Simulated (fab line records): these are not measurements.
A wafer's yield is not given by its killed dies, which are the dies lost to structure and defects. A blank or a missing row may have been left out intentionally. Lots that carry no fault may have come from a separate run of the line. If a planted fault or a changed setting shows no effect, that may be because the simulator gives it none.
fab line records	flow ritCmos
record: lots: 6	wafers: 18	lastDay: 7
route steps=202 shown NWELL@35 PWELL@39 WELLDRIVE@50 NRETRO@53 M1@202
lots untouched by any fault: they come from a run of this same line in which no faults occurred
startH: hours from the record's opening day to when the first of the lot's shown wafers began	waitH: time in hours since the lot's previous step	" unchanged from the row above	L1.1+2: one row covering several wafers at once	- no value, or no start given	* or withheld: withheld	< > ~ a bound
route shown NAME@n: a module of which the file shows steps, and the number in the route of the first	usual: mean and standard deviation over wafers with no fault	same: alike in all rows	chamber/n: place in a boat	sites: readings site by site	_std_site: the values' standard deviation	_edge_site: inner sites' mean taken away from outer sites' mean	radiusMm: how far each site lies from the wafer's centre	mask NAME#n: copy n	behind: tool/chamber where the wafer was last shaped	hold: cause of the lot's hold/its duration in hours/its outcome	device: transistor that didn't switch, given as n, p or np	end of line: at the end of the route, the tests of the same wafers	where a step has no rows: the recipe by itself	killed: count of dies lost to structure and defects at first sort (not the wafer's yield)	map: dies across one wafer; x = killed, . = not, _ = none there
set.NAME: setting as actually run; set.NAME@STEP: the setting as run at that earlier step	model.NAME: the simulator's own value behind a step, which no gauge read
certain route steps with their lots: each step a table, each wafer a row
services: the hour from which a tool's chamber was out of use, counted from the record's first day as startH (under 0 if before that day), plus the number of hours and why
== steps ==
step: RIT_NWELL_HARDBAKE_07
recipe: resist: NOVOLAK	tempC: 140	timeS: 120
step: RIT_NWELL_IMPLANT_08
recipe: species: P	energyKev: 170	doseCm2: 5e+13	tiltDeg: 7
step: RIT_NWELL_STRIP_09
recipe: chemistry: O2	timeS: 180	resist: NOVOLAK	platenTempC: withheld	powerW: 500	pressureMtorr: 4000	o2FlowSccm: 4000
usual: drypumpMotorCurrentA: 5.7/0.33
lot.wafer	tool	chamber	startH	waitH	drypumpMotorCurrentA	rfHoursCounterH
L640.1	plasmaAsher-04	0	30.78	0.1	5.7	24
L640.4	"	1	"	"	5.3	-
L640.5	"	1	"	"	5.3	-
L642.1	plasmaAsher-01	1	40.69	0.1	6.2	39
L642.2	"	0	"	"	5.3	39
L642.6	"	1	"	"	6.2	-
L656.3	plasmaAsher-04	0	110.79	0.1	5.7	-
L656.5	"	0	"	"	5.7	-
L656.6	"	1	"	"	5.3	-
L657.2	plasmaAsher-02	1	117.55	0.1	5.7	48
L657.4	"	0	"	"	5.9	-
L657.5	"	1	"	"	5.7	-
L660.1	plasmaAsher-02	0	132.67	0.1	6.0	49
L660.3	"	0	"	"	6.0	-
L660.6	"	0	"	"	6.0	-
L661.3	plasmaAsher-02	1	139.05	0.1	5.8	-
L661.4	"	0	"	"	5.9	-
L661.5	"	0	"	"	6.0	-
step: RIT_NWELL_TW_MEAS_10
usual: NWELL_TW: 2150/17
lot.wafer	tool	chamber	startH	waitH	NWELL_TW
L640.1	filmMetro-03	-	30.95	0.1	2129
L640.4	"	-	"	"	2127
L640.5	"	-	"	"	2130
L642.1	filmMetro-02	-	40.86	0.1	2144
L642.2	"	-	"	"	2133
L642.6	"	-	"	"	2121
L656.3	filmMetro-01	-	110.93	0.1	2157
L656.5	"	-	"	"	2160
L656.6	"	-	"	"	2156
L657.2	filmMetro-01	-	117.73	0.1	2156
L657.4	"	-	"	"	2177
L657.5	"	-	"	"	2150
L660.1	filmMetro-01	-	132.85	0.1	2165
L660.3	"	-	"	"	2158
L660.6	"	-	"	"	2167
L661.3	filmMetro-03	-	139.19	0.1	2139
L661.4	"	-	"	"	2129
L661.5	"	-	"	"	2142
step: RIT_PWELL_HMDS_00
recipe: primeTimeS: 60	primeTempC: 140
step: RIT_PWELL_COAT_01
recipe: resist: NOVOLAK	spinRpm: 2000	resistThkNm: 1300
step: RIT_PWELL_SOFTBAKE_02
recipe: resist: NOVOLAK	tempC: 90	timeS: 60
step: RIT_PWELL_EXPOSE_03
recipe: maskId: M3	na: 0.57	targetCdNm: 43700	doseMj: 250
step: RIT_PWELL_PEB_04
recipe: resist: NOVOLAK	tempC: withheld	timeS: withheld
step: RIT_PWELL_DEVELOP_05
recipe: resist: NOVOLAK	developTimeS: 68	devTempC: 23
step: RIT_PWELL_OVL_MEAS_06
usual: PWELL_OVL: -0.2/1.4
lot.wafer	tool	chamber	startH	waitH	PWELL_OVL[nm]
L640.1	overlay-01	-	32.02	-	-2.6
L640.4	"	-	"	"	-2.7
L640.5	"	-	"	"	-2.2
L642.1	overlay-02	-	41.95	-	1.2
L642.2	"	-	"	"	1.3
L642.6	"	-	"	"	0.2
L656.3	overlay-02	-	111.86	-	-0.1
L656.5	"	-	"	"	-1.3
L656.6	"	-	"	"	1.8
L657.2	overlay-02	-	118.67	-	-2.7
L657.4	"	-	"	"	-3.1
L657.5	"	-	"	"	-2.1
L660.1	overlay-02	-	133.91	-	-0.9
L660.3	"	-	"	"	-0.4
L660.6	"	-	"	"	-1.5
L661.3	overlay-02	-	140.12	-	-1.0
L661.4	"	-	"	"	-1.0
L661.5	"	-	"	"	-0.7
step: RIT_PWELL_HARDBAKE_07
recipe: resist: NOVOLAK	tempC: 140	timeS: 120
step: RIT_PWELL_IMPLANT_08
recipe: species: B	energyKev: 170	doseCm2: 7e+13	tiltDeg: 7
usual: doseIonsCm2: 7.001e+13/8.3e+10	faradayCurrentUA: 221/3.9
lot.wafer	tool	chamber	startH	waitH	doseIonsCm2	faradayCurrentUA
L640.1	implanter-03	0	32.41	0.2	7.008e+13	221
L640.4	"	0	"	"	6.996e+13	220
L640.5	"	0	"	"	6.995e+13	225
L642.1	implanter-01	0	42.23	0.2	6.992e+13	220
L642.2	"	0	"	"	6.997e+13	221
L642.6	"	0	"	"	6.992e+13	223
L656.3	implanter-03	0	112.19	0.2	7.705e+13	242
L656.5	"	0	"	"	7.697e+13	247
L656.6	"	0	"	"	7.702e+13	251
L657.2	implanter-03	0	118.98	0.2	7.72e+13	242
L657.4	"	0	"	"	7.72e+13	247
L657.5	"	0	"	"	7.713e+13	238
L660.1	implanter-04	0	134.20	0.2	7.009e+13	217
L660.3	"	0	"	"	7.005e+13	223
L660.6	"	0	"	"	7.005e+13	222
L661.3	implanter-01	0	140.44	0.2	7.002e+13	224
L661.4	"	0	"	"	7.005e+13	223
L661.5	"	0	"	"	7e+13	223
step: RIT_PWELL_STRIP_09
recipe: chemistry: O2	timeS: 180	resist: NOVOLAK	platenTempC: withheld	powerW: 500	pressureMtorr: 4000	o2FlowSccm: 4000
usual: drypumpMotorCurrentA: 5.6/0.44
lot.wafer	tool	chamber	startH	waitH	drypumpMotorCurrentA	rfHoursCounterH
L640.1	plasmaAsher-01	0	32.56	0.1	5.3	38
L640.4	"	1	"	"	6.2	-
L640.5	"	1	"	"	6.2	-
L642.1	plasmaAsher-03	1	42.38	0.1	5.8	40
L642.2	"	0	"	"	5.0	40
L642.6	"	0	"	"	5.0	-
L656.3	plasmaAsher-04	1	112.35	0.1	5.3	-
L656.5	"	0	"	"	5.7	-
L656.6	"	1	"	"	5.3	-
L657.2	plasmaAsher-04	0	119.10	0.1	5.7	33
L657.4	"	0	"	"	5.7	-
L657.5	"	0	"	"	5.7	-
L660.1	plasmaAsher-03	0	134.35	0.1	4.9	50
L660.3	"	1	"	"	5.8	-
L660.6	"	0	"	"	5.0	-
L661.3	plasmaAsher-03	0	140.60	0.1	5.0	-
L661.4	"	1	"	"	5.8	-
L661.5	"	0	"	"	5.0	-
step: RIT_PWELL_TW_MEAS_10
usual: PWELL_TW: 956/8.3
lot.wafer	tool	chamber	startH	waitH	PWELL_TW
L640.1	filmMetro-03	-	32.73	0.1	946
L640.4	"	-	"	"	948
L640.5	"	-	"	"	945
L642.1	filmMetro-02	-	42.56	0.1	948
L642.2	"	-	"	"	948
L642.6	"	-	"	"	949
L656.3	filmMetro-02	-	112.48	0.1	973
L656.5	"	-	"	"	980
L656.6	"	-	"	"	978
L657.2	filmMetro-02	-	119.28	0.1	979
L657.4	"	-	"	"	976
L657.5	"	-	"	"	977
L660.1	filmMetro-02	-	134.53	0.1	953
L660.3	"	-	"	"	961
L660.6	"	-	"	"	957
L661.3	filmMetro-01	-	140.74	0.1	961
L661.4	"	-	"	"	962
L661.5	"	-	"	"	960
step: RIT_WELLDRIVE_ANNEAL_00
recipe: tempC: 1100	timeS: 14700	ambient: N2
step: RIT_WELLDRIVE_RS_MEAS_01
recipe: thkMeasGauge: four-point-probe
usual: NWELL_RS: 275.3/0.82
lot.wafer	tool	chamber	startH	waitH	NWELL_RS[ohm/sq]
L640.1	filmMetro-03	-	37.87	0.0	274.5
L640.4	"	-	"	"	275.7
L640.5	"	-	"	"	275.2
L642.1	filmMetro-03	-	48.48	0.0	276.9
L642.2	"	-	"	"	277.3
L642.6	"	-	"	"	277.1
L656.3	filmMetro-03	-	118.14	0.0	275.0
L656.5	"	-	"	"	275.0
L656.6	"	-	"	"	275.8
L657.2	filmMetro-03	-	124.44	0.0	275.8
L657.4	"	-	"	"	275.8
L657.5	"	-	"	"	276.7
L660.1	filmMetro-02	-	139.67	0.0	274.6
L660.3	"	-	"	"	275.3
L660.6	"	-	"	"	274.2
L661.3	filmMetro-02	-	145.90	0.0	274.2
L661.4	"	-	"	"	274.8
L661.5	"	-	"	"	275.4
step: RIT_WELLDRIVE_RS_MEAS_02
recipe: thkMeasGauge: four-point-probe
usual: PWELL_RS: 429.5/1.2
lot.wafer	tool	chamber	startH	waitH	PWELL_RS[ohm/sq]
L640.1	filmMetro-03	-	37.99	0.1	429.3
L640.4	"	-	"	"	430.2
L640.5	"	-	"	"	429.5
L642.1	filmMetro-03	-	48.60	0.1	431.0
L642.2	"	-	"	"	430.0
L642.6	"	-	"	"	430.6
L656.3	filmMetro-03	-	118.26	0.1	404.8
L656.5	"	-	"	"	405.3
L656.6	"	-	"	"	404.8
L657.2	filmMetro-03	-	124.56	0.1	404.3
L657.4	"	-	"	"	405.0
L657.5	"	-	"	"	405.5
L660.1	filmMetro-02	-	139.79	0.1	430.8
L660.3	"	-	"	"	427.8
L660.6	"	-	"	"	431.1
L661.3	filmMetro-02	-	146.02	0.1	428.8
L661.4	"	-	"	"	428.7
L661.5	"	-	"	"	428.4
step: RIT_NRETRO_HMDS_00
recipe: primeTimeS: 60	primeTempC: 140
step: RIT_M1_PROBE_99
usual: killedAtContacts: 0.1/0.34	killedAtFrontEnd: 7/3	killedDies: 7/3.1	killedOpen: 3.4/1.9	killedShort: 3.4/2.1
same: grossDies: 264	killed_at_M0_to_M3: 0	killed_at_M4_up: 0	killedAtBackSide: 0	killedAtOther: 0
lot.wafer	tool	chamber	startH	waitH	killedAtContacts	killedAtFrontEnd	killedDies	killedOpen	killedShort	model.etest.nmos_0p3.rOnOhmUm	model.etest.pwellPinched.rsOhmSq	model.etest.pwell.rsOhmSq	model.etest.nmosNarrow.driveUaUm	model.etest.nmos_0p3.driveUaUm	model.etest.wellEdgeLeft.lineOhmUm	model.etest.wellEdgeRight.lineOhmUm	model.etest.fieldN.vtV
L640.1	prober-02	-	68.57	0.1	1	5	6	2	4	2101	457	423.2	237.1	233.5	182.3	180.2	35.89
L640.4	prober-02	-	68.72	0.2	0	10	10	7	3	2122	460.4	417.4	228.5	226.5	184.6	181.6	35.17
L640.5	prober-02	-	68.77	0.2	0	12	12	6	6	2116	466.7	420.4	242.1	236.8	184	182.1	35.03
L642.1	prober-02	-	81.38	0.1	0	4	4	3	1	2123	453.8	415.9	227.6	227.2	183.4	183.3	35.57
L642.2	prober-02	-	81.43	0.1	0	5	5	2	3	2091	455.1	415.5	229.4	229.8	181.7	187.1	35.25
L642.6	prober-02	-	81.63	0.2	0	6	6	3	3	2100	457.3	418.8	234	232.5	184.9	181	35.03
L656.3	prober-01	-	151.27	0.2	0	6	6	3	3	2211	435.6	391.1	215.3	213.6	188.3	183.5	36.36
L656.5	prober-01	-	151.37	0.2	0	8	8	2	5	2195	429.9	391.7	215.5	215	183.9	186.7	37.17
L656.6	prober-01	-	151.42	0.2	0	4	4	2	2	2236	430.9	389.9	213	212	185.8	188	36.91
L657.2	prober-02	-	156.08	0.1	0	3	3	1	2	2125	425.8	385.9	237.8	228.8	187.5	182.3	34.67
L657.4	prober-02	-	156.18	0.2	0	8	8	4	4	2124	431.8	386.2	234.9	227.6	183.7	182.8	34.63
L657.5	prober-02	-	156.23	0.2	0	10	10	5	5	2178	430.2	386	224.9	218.9	185.1	183.8	35.06
L660.1	prober-01	-	170.98	0.1	0	3	3	0	3	2139	458.1	414.5	222.4	222.1	180.7	181.6	34.84
L660.3	prober-01	-	171.08	0.2	0	10	10	6	4	2134	456.4	412.2	224.5	224.9	183.8	183.2	35.24
L660.6	prober-01	-	171.23	0.2	0	7	7	1	4	2108	451.1	414.8	225.6	225.6	182.8	181.7	34.83
L661.3	prober-02	-	175.88	0.2	0	7	7	3	4	2131	458.1	418.1	235.8	228.8	182.2	180.7	34.75
L661.4	prober-02	-	175.93	0.2	0	10	10	3	6	2140	454.6	414.7	230.8	224.7	184	180.1	34.64
L661.5	prober-02	-	175.98	0.2	0	5	5	1	4	2202	463.5	416.6	229.4	223.6	182.9	182	35.45
killed by level:class
L640.1 GATE:geometricParticle:short=3 FOX1:geometricParticle:open=1 SILICIDE:geometricParticle:short=1 CONTACT:geometricParticle:open=1
L640.4 FOX1:geometricParticle:open=3 GATE:geometricParticle:open=2 SPACER:geometricParticle:open=2 FOX1:geometricParticle:short=1 GATE:geometricParticle:short=1 SPACER:geometricParticle:short=1
L640.5 GATE:geometricParticle:open=6 FOX1:geometricParticle:short=2 GATE:geometricParticle:short=2 SILICIDE:geometricParticle:short=2
L642.1 FOX1:geometricParticle:short=1 FOX1:geometricParticle:open=1 REOX:geometricParticle:open=1 SILICIDE:geometricParticle:open=1
L642.2 GATE:geometricParticle:short=2 FOX2:geometricParticle:open=1 SPACER:geometricParticle:short=1 SPACER:geometricParticle:open=1
L642.6 FOX2:geometricParticle:open=1 FOX2:geometricParticle:short=1 REOX:geometricParticle:open=1 REOX:geometricParticle:short=1 SPACER:geometricParticle:short=1 SPACER:geometricParticle:open=1
L656.3 GATE:geometricParticle:short=2 GATE:geometricParticle:open=2 FOX1:geometricParticle:open=1 SPACER:geometricParticle:short=1
L656.5 GATE:geometricParticle:short=2 FOX1:geometricParticle:short=1 GATE:geometricParticle:open=1 REOX:geometricParticle:short=1 SPACER:geometricParticle:short=1 SILICIDE:geometricParticle:open=1 PWELL:coatMicrobubblePrinted=1
L656.6 FOX1:geometricParticle:open=1 FOX1:geometricParticle:short=1 GATE:geometricParticle:open=1 REOX:geometricParticle:short=1
L657.2 GATE:geometricParticle:short=2 SILICIDE:geometricParticle:open=1
L657.4 GATE:geometricParticle:short=4 GATE:geometricParticle:open=2 SPACER:geometricParticle:open=2
L657.5 GATE:geometricParticle:short=2 SPACER:geometricParticle:open=2 FOX1:geometricParticle:short=1 FOX1:geometricParticle:open=1 FOX2:geometricParticle:open=1 GATE:geometricParticle:open=1 REOX:geometricParticle:short=1 SPACER:geometricParticle:short=1
L660.1 SPACER:geometricParticle:short=2 SILICIDE:geometricParticle:short=1
L660.3 SILICIDE:geometricParticle:open=4 SILICIDE:geometricParticle:short=3 GATE:geometricParticle:open=1 SPACER:geometricParticle:open=1 SPACER:geometricParticle:short=1
L660.6 SPACER:geometricParticle:short=2 PWELL:coatMicrobubblePrinted=2 GATE:geometricParticle:open=1 GATE:geometricParticle:short=1 REOX:geometricParticle:short=1
L661.3 SPACER:geometricParticle:short=2 FOX1:geometricParticle:open=1 FOX1:geometricParticle:short=1 GATE:geometricParticle:open=1 GATE:geometricParticle:short=1 SPACER:geometricParticle:open=1
L661.4 GATE:geometricParticle:short=2 SPACER:geometricParticle:short=2 FOX1:geometricParticle:open=1 FOX1:geometricParticle:short=1 FOX2:geometricParticle:short=1 GATE:geometricParticle:open=1 SILICIDE:geometricParticle:open=1 PSD:coatMicrobubblePrinted=1
L661.5 FOX1:geometricParticle:short=1 GATE:geometricParticle:short=1 REOX:geometricParticle:short=1 SPACER:geometricParticle:short=1 SPACER:geometricParticle:open=1
== services ==
tool	chamber	startH	hours	kind
implanter-01	-	13.96	4.5	pm
implanter-04	-	22.55	0.8	repair
plasmaAsher-02	-	30.99	2.8	pm
implanter-04	-	41.50	1.9	pm
implanter-03	-	45.29	3.1	repair
implanter-01	-	60.34	0.6	repair
implanter-03	-	65.50	4.0	pm
plasmaAsher-01	-	108.75	9.0	pm
plasmaAsher-01	0	108.75	9.0	ventCycle
plasmaAsher-01	1	108.75	9.0	ventCycle
plasmaAsher-01	0	117.75	-	clean
plasmaAsher-01	1	117.75	-	clean
plasmaAsher-04	-	130.92	14.6	repair
== key ==
firstSign: step: RIT_PWELL_IMPLANT_08	reading: doseIonsCm2	direction: up	sigmas: 85	usual: 7.001e+13	struck: 7.709e+13
effect: step: RIT_PWELL_IMPLANT_08	reading: faradayCurrentUA	direction: up	sigmas: 5.9	usual: 221	struck: 244
effect: step: RIT_PWELL_TW_MEAS_10	reading: PWELL_TW	direction: up	sigmas: 2.6	usual: 956	struck: 977
effect: step: RIT_WELLDRIVE_RS_MEAS_02	reading: PWELL_RS	direction: down	sigmas: 20	usual: 429.5	struck: 405.0
modelEffect: step: RIT_M1_PROBE_99	value: etest.nmos_0p3.rOnOhmUm	without: 2111	struck: 2178
metAt RIT_PWELL_IMPLANT_08
struckWafers L656.3,L656.5,L656.6,L657.2,L657.4,L657.5
testerLeftOut L656,L657
onsetBetween 32.41 112.19
fault: kind: processParameterDrift	tool: implanter-03	chamber: -	onsetH: 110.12	steps: RIT_PWELL_IMPLANT_08	channel: doseCm2	offset: 7e+12	shape: step	endH: 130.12	actsIn: theseRecipesOnly	stated: 7e+13
testerLeftOut: of these lots the tester's yield and bins aren't shown, on N5 and GAA mostly nor the transistor test; their killed dies are dies lost to structure and defects alone, not to doping, threshold or leakage, so they don't give the yield
